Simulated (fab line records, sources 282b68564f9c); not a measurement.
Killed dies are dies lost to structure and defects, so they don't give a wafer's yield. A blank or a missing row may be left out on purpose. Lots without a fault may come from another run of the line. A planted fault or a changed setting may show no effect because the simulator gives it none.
Split-lot experiment | flow rit_cmos | 5 lots, 23 wafers read, on a route of 202 steps

THE SPLIT
At RIT_NSD_IMPLANT_08, the setting dose_cm2 was moved away from the recipe's 1e+15 on 11 of the 23 wafers read, by -3.3% to +7.1%. The other wafers ran this setting at the recipe's value.

FROM THE SPLIT TO THE READING: what the file shows between them, 5 steps
- RIT_NSD_STRIP_09: strips in O2, time 180 s
- RIT_NSD_TW_MEAS_10
- RIT_PSD_IMPLANT_08 (also split here: energy_kev)
- RIT_PSD_STRIP_09: strips in O2, time 180 s
- RIT_SDANNEAL_RTA_03: time 5 s

THE READING
NSD_RS, in ohm/sq, at RIT_SDANNEAL_RS_MEAS_05 (measures by four-point-probe). Fault-free wafers of this fab line usually give 84.62 ohm/sq, standard deviation 0.24 ohm/sq.

wafer  | tool, chamber at the split | dose_cm2 as run | against the recipe | NSD_RS, ohm/sq | against lot-mates on the recipe
L075.2 | implanter-04, 0            | 1e+15           | recipe             | 85.14          | -
L075.3 | implanter-04, 0            | 1e+15           | recipe             | 84.88          | -
L075.4 | implanter-04, 0            | 1.071e+15       | +7.1%              | 80.62          | -4.27
L075.5 | implanter-04, 0            | 1.071e+15       | +7.1%              | 80.44          | -4.45
L075.6 | implanter-04, 0            | 1e+15           | recipe             | 84.64          | -
L077.1 | implanter-03, 0            | 9.668e+14       | -3.3%              | 86.82          | +2.47
L077.3 | implanter-03, 0            | 1e+15           | recipe             | 84.44          | -
L077.4 | implanter-03, 0            | 9.668e+14       | -3.3%              | 86.89          | +2.55
L077.5 | implanter-03, 0            | 9.668e+14       | -3.3%              | 86.51          | +2.17
L077.6 | implanter-03, 0            | 1e+15           | recipe             | 84.25          | -
L076.1 | implanter-04, 0            | 1.062e+15       | +6.2%              | 80.77          | -3.75
L076.3 | implanter-04, 0            | 1e+15           | recipe             | 84.50          | -
L076.4 | implanter-04, 0            | 1.062e+15       | +6.2%              | 80.49          | -4.03
L076.5 | implanter-04, 0            | 1.062e+15       | +6.2%              | 80.75          | -3.77
L076.6 | implanter-04, 0            | 1e+15           | recipe             | 84.53          | -
L078.1 | implanter-01, 0            | 9.669e+14       | -3.3%              | 87.42          | +2.37
L078.2 | implanter-01, 0            | 1e+15           | recipe             | 85.11          | -
L078.3 | implanter-01, 0            | 1e+15           | recipe             | 84.99          | -
L078.4 | implanter-01, 0            | 9.669e+14       | -3.3%              | 87.03          | +1.98
L078.6 | implanter-01, 0            | 9.669e+14       | -3.3%              | 87.15          | +2.10
L079.4 | implanter-01, 0            | 1e+15           | recipe             | 84.60          | -
L079.5 | implanter-01, 0            | 1e+15           | recipe             | 84.33          | -
L079.6 | implanter-01, 0            | 1e+15           | recipe             | 84.51          | -

THE FIT
A straight line over all 23 wafers: NSD_RS changes by -0.638 ohm/sq for each +1% of dose_cm2; r = -0.99; the points scatter about the line by 0.3 ohm/sq.
The same after taking each lot's own level away (the mean of its wafers on the recipe; 23 wafers): -0.636 ohm/sq for each +1%; r = -1.00; scatter 0.17 ohm/sq.
On that fit, the largest move of dose_cm2 shifts the reading by 4.5 ohm/sq.
The lots' own levels span 84.345 to 85.050 ohm/sq, that is 2.9 times the standard deviation above.
So the lot-to-lot level changes the slope little: the two slopes agree.
Check: with one of the wafers moved furthest among these (+7.1%) left out of the fit, the line predicts -4.49 ohm/sq for it against its lot-mates. It came out at -4.27 ohm/sq against them.

OTHER SPLITS ON THESE WAFERS
These wafers also went through other splits before the reading. Each is held against what the fit with the lots' levels taken away leaves over:
other split on the same wafers | wafers away from the commonest value | r with NSD_RS (lot level and that fit taken away)
RIT_SPACER_CVD_03 time_s       | 5                                    | -0.32
RIT_PSD_IMPLANT_08 energy_kev  | 2                                    | +0.00

THE WHOLE CHAIN: every reading that the file lists as answering this split, in the file's order
step                    | what it does                 | reading | change (the file's fit)           | r (the file's)
RIT_NSD_TW_MEAS_10      |                              | NSD_TW  | +7.82 for each +1% of the setting | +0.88
RIT_SDANNEAL_RS_MEAS_05 | measures by four-point-probe | NSD_RS  | -0.63 for each +1% of the setting | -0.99

THE FILE'S OWN FIT
NSD_RS changes by -0.63 ohm/sq for each +1% of dose_cm2, r = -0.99.
